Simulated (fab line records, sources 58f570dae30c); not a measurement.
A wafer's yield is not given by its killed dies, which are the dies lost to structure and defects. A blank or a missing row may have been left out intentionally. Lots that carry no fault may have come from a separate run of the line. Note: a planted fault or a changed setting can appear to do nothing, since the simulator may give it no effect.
Code-filled problem report in 8D (eight disciplines) form / flow berkeley cmos170 / the parts of the form that need people (team, actions taken, sign-off) are left out

== 1. THE PROBLEM ==
At UCB170_M1_CD_MEAS_09, cd nm averages 681.8 nm over 6 wafers from 2 lots, while fault-free wafers read 700.2 nm, standard deviation 1.7. Measured from the usual mean, that is -11 standard deviations.
The step: target cd 700 nm.
First observed at day 11 17:51: wafer L100.1, on cd sem-01. The record holds 42 wafers of 14 lots with a number at this step. By rule, "out" or "out of limits" means more than 4 standard deviations away from the usual mean. Any other wafer with a number is counted as sound.

== 2. WHAT IT IS AND WHAT IT IS NOT ==
question=which readings at this step | is=cd nm | is not=-
question=which lots | is=L100, L104 | is not=L105, L107, L985, L987, L988, L989, L990, L991, L992, L993, L994, L995
question=which wafers of those lots | is=all that have a number | is not=-
question=read on which gauges | is=cd sem-01 | is not=cd sem-02
question=when | is=from day 11 17:51 | is not=up to then (30 sound wafers); but 6 sound wafers of L105, L107 came after

== 3. WHAT RULES OUT EACH SUSPECT ==
Counting: a tool at a process step up to the reading stays a suspect if it ran every lot that is out and no sound lot after the first of them.
- the gauge at UCB170_M1_CD_MEAS_09 is ruled out. All the wafers that are out were read on cd sem-01, but those of them that UCB170_M1_STRIP_13 has rows for are out there too, on other tools.
- litho track-03 at UCB170_M1_COAT_04 (resist thk 900 nm): kept. Every lot that is out went through it, starting with L100 (day 11 16:00), and after that it ran no sound lot; the last sound lot it ran before then is L994 (day 10 18:00).
The count leaves litho track-03 at UCB170_M1_COAT_04.

== 4. THE CAUSE (what the simulator had put in) ==
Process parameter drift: litho track-03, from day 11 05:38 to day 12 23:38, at UCB170_M1_COAT_04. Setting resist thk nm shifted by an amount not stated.
Counting left only this tool.

== 5. THE CHAIN OF EFFECTS, in route order ==
Rows list readings where the struck wafers' mean (over those with a number) sits beyond 3 standard deviations from the usual. Only readings for which the record gives a usual standard deviation are gone through. hours: the time from each lot's start at the first step in this table that gives one to its start at this step, as a median over the lots. sigmas: the change in usual standard deviations.
hours=0; step=UCB170_M1_CD_MEAS_09; reading=cd nm; usual=700.2 nm; on struck wafers=681.8; change=-18.4; sigmas=-11
hours=7; step=UCB170_M1_STRIP_13; reading=oes product au; usual=0.721 a.u.; on struck wafers=0.349; change=-0.372; sigmas=-89
Its process steps:
- UCB170_M1_STRIP_13: strips in O2.
Later steps that measure or inspect, where all struck wafers having a row at the step show a number for every such reading and not one has moved that far: UCB170_V1_CD_MEAS_12.

== 6. WHAT WOULD HAVE CAUGHT IT SOONER ==
The first out-of-limits reading at a measuring or inspecting step in this record came at day 11 17:51, 12 hours after the fault's start at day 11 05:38.
Tool readings at UCB170_M1_COAT_04 with a usual standard deviation given in the record: none out on any struck wafer, hence no alarm at a limit of 4 standard deviations on them.
Among the 2 lots that are out, L104 began UCB170_M1_COAT_04 on litho track-03 after day 11 17:51. Putting the tool on hold at that point would have spared it.
